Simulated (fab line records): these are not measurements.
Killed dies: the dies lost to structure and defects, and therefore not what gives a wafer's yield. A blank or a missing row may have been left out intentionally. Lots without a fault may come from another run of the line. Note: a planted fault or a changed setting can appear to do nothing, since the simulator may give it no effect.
Comparing a struck lot with a sound one	flow rit_cmos	20 out of 202 route steps
Sound: these wafers, L797.1, L797.4, L797.6. The struck wafers were L807.2, L807.4, L807.6. The cause comes at the end.
For every step that has rows: the tool of each side, followed by ch and its chambers, followed by its first start. Under that, the readings that differ: sound wafers	struck wafers	difference of the means	sigmas: that difference in standard deviations of wafers without a fault.
alike: readings whose means differ by less than 2 such deviations, and words and numbers that are the same on both sides. not compared: withheld readings, readings that some wafer has no value for, bounds like >300 that may hide the same value, and numbers for which the record gives no deviation and whose values overlap.
Wherever a step has rows on one side only, a row that says differs or no value, or a row with sigmas, the two part there. Numbers that have no deviation but don't overlap get no sigmas and don't part them. A reading missing from all wafers of one side parts the sides only when that side holds two or more wafers.

first, 2 steps without rows for these wafers: RIT_NWELL_HARDBAKE_07 (time 120 s); RIT_NWELL_IMPLANT_08.
RIT_NWELL_STRIP_09: strips in O2, time 180 s.
  sound on plasma_asher-02 ch 0, day 2 17:43; struck on plasma_asher-04 ch 1, day 4 22:35
reading	sound	struck	difference	sigmas
drypump_motor_current_A (A)	6.5 6.4 6.5	5.2 5.2 5.2	-1.3	-2
  not compared: rf_hours_counter_h
RIT_NWELL_TW_MEAS_10:
  struck on film_metro-04, day 4 22:46; sound on film_metro-02, day 2 17:54
  alike: NWELL_TW
then, 6 steps without rows for these wafers: RIT_PWELL_HMDS_00 (prime time 60 s); RIT_PWELL_COAT_01 (resist thk 1300 nm); RIT_PWELL_SOFTBAKE_02 (time 60 s); RIT_PWELL_EXPOSE_03 (exposes mask M3, target cd 43700 nm); RIT_PWELL_PEB_04; RIT_PWELL_DEVELOP_05 (develop time 68 s).
RIT_PWELL_OVL_MEAS_06:
  struck on overlay-02, day 4 23:43; sound on overlay-01, day 2 19:02
  alike: PWELL_OVL
then, 1 step without rows for these wafers: RIT_PWELL_HARDBAKE_07 (time 120 s).
RIT_PWELL_IMPLANT_08:
  sound on implanter-02 ch 0, day 2 19:20; struck on implanter-03 ch 0, day 5 00:20
  alike: end_station_pressure_torr
RIT_PWELL_STRIP_09: strips in O2, time 180 s.
  sound on plasma_asher-02 ch 0,1, day 2 19:29; struck on plasma_asher-02 ch 1, day 5 00:38
  alike: drypump_motor_current_A
  not compared: rf_hours_counter_h
RIT_PWELL_TW_MEAS_10:
  struck on film_metro-04, day 5 00:50; sound on film_metro-01, day 2 19:39
reading	sound	struck	difference	sigmas
PWELL_TW	937 935 940	1212 1201 1202	+268	+22
then, 1 step without rows for these wafers: RIT_WELLDRIVE_ANNEAL_00 (time 14700 s).
RIT_WELLDRIVE_RS_MEAS_01: the measuring method here is four-point-probe.
  struck on film_metro-04, day 5 05:59; sound on film_metro-01, day 3 00:48
  alike: NWELL_RS
RIT_WELLDRIVE_RS_MEAS_02: the measuring method here is four-point-probe.
  struck on film_metro-04, day 5 06:06; sound on film_metro-01, day 3 00:55
reading	sound	struck	difference	sigmas
PWELL_RS (ohm/sq)	429.6 429.4 430.1	279.5 280.4 279.8	-149.8	-99 or more
then, 1 step without rows for these wafers: RIT_NRETRO_HMDS_00 (prime time 60 s).
RIT_M1_PROBE_99:
  rows exist in the record for the sound wafers here (prober-01, day 4 06:40), none for the struck ones

## WHERE THEY PART
First at RIT_NWELL_STRIP_09; last, within this record, at RIT_M1_PROBE_99.

WHY: what the simulator had put in
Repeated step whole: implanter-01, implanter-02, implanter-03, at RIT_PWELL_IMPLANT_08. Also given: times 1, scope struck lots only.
